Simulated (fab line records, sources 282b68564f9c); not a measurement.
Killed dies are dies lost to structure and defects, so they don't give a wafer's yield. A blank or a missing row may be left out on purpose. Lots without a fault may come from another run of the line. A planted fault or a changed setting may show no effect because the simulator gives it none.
Split-lot experiment | flow rit_cmos | 5 lots, 23 wafers read, on a route of 202 steps

THE SPLIT
At RIT_NLDD_IMPLANT_08, the setting energy_kev was moved away from the recipe's 20 on 5 of the 23 wafers read, by -5.6% to -2.2%. The other wafers ran this setting at the recipe's value.

FROM THE SPLIT TO THE READING: what the file shows between them, 1 step
- RIT_NLDD_STRIP_09: strips in O2, time 180 s

THE READING
NLDD_TW, at RIT_NLDD_TW_MEAS_10. Fault-free wafers of this fab line usually give 2508, standard deviation 12.

wafer  | tool, chamber at the split | energy_kev as run | against the recipe | NLDD_TW | against lot-mates on the recipe
L076.2 | implanter-02, 0            | 20                | recipe             | 2516    | -
L076.3 | implanter-02, 0            | 20                | recipe             | 2536    | -
L076.4 | implanter-02, 0            | 20                | recipe             | 2528    | -
L076.5 | implanter-02, 0            | 20                | recipe             | 2529    | -
L076.6 | implanter-02, 0            | 20                | recipe             | 2517    | -
L078.1 | implanter-03, 0            | 20                | recipe             | 2523    | -
L078.2 | implanter-03, 0            | 20                | recipe             | 2524    | -
L078.3 | implanter-03, 0            | 20                | recipe             | 2522    | -
L078.4 | implanter-03, 0            | 18.88             | -5.6%              | 2479    | -44
L078.5 | implanter-03, 0            | 18.88             | -5.6%              | 2476    | -47
L080.1 | implanter-01, 0            | 19.55             | -2.2%              | 2470    | -32
L080.2 | implanter-01, 0            | 20                | recipe             | 2502    | -
L080.3 | implanter-01, 0            | 20                | recipe             | 2503    | -
L080.5 | implanter-01, 0            | 19.55             | -2.2%              | 2487    | -16
L080.6 | implanter-01, 0            | 19.55             | -2.2%              | 2476    | -26
L082.1 | implanter-01, 0            | 20                | recipe             | 2493    | -
L082.2 | implanter-01, 0            | 20                | recipe             | 2499    | -
L082.4 | implanter-01, 0            | 20                | recipe             | 2506    | -
L082.5 | implanter-01, 0            | 20                | recipe             | 2503    | -
L082.6 | implanter-01, 0            | 20                | recipe             | 2507    | -
L083.2 | implanter-02, 0            | 20                | recipe             | 2519    | -
L083.4 | implanter-02, 0            | 20                | recipe             | 2524    | -
L083.6 | implanter-02, 0            | 20                | recipe             | 2511    | -

THE FIT
A straight line over all 23 wafers: NLDD_TW changes by +8.13 for each +1% of energy_kev; r = +0.73; the points scatter about the line by 13.
The same after taking each lot's own level away (the mean of its wafers on the recipe; 23 wafers): +8.58 for each +1%; r = +0.93; scatter 6.
On that fit, the largest move of energy_kev shifts the reading by 48.
The lots' own levels span 2501.6 to 2525.2, that is 2.0 times the standard deviation above.
So the lot-to-lot level blurs the effect unless lot-mates are compared.
Check: with one of the wafers moved furthest among these (-5.6%) left out of the fit, the line predicts -51.6 for it against its lot-mates. It came out at -44 against them.

OTHER SPLITS ON THESE WAFERS
These wafers also went through other splits before the reading. Each is held against what the fit with the lots' levels taken away leaves over:
other split on the same wafers | wafers away from the commonest value | r with NLDD_TW (lot level and that fit taken away)
RIT_GATE_EXPOSE_13 dose_mj     | 7                                    | +0.15
RIT_NLDD_COAT_01 spin_rpm      | 8                                    | -0.23

THE WHOLE CHAIN: every reading that the file lists as answering this split, in the file's order
step                | what it does | reading                                                         | change (the file's fit)               | r (the file's)
RIT_NLDD_IMPLANT_08 |              | implant.rp_nm (the simulator's own value, which no gauge read)  | +0.185 nm for each +1% of the setting | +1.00
RIT_NLDD_IMPLANT_08 |              | implant.drp_nm (the simulator's own value, which no gauge read) | +0.079 nm for each +1% of the setting | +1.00
RIT_NLDD_TW_MEAS_10 |              | NLDD_TW                                                         | +8.58 for each +1% of the setting     | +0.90

THE FILE'S OWN FIT
NLDD_TW changes by +8.58 for each +1% of energy_kev, r = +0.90.
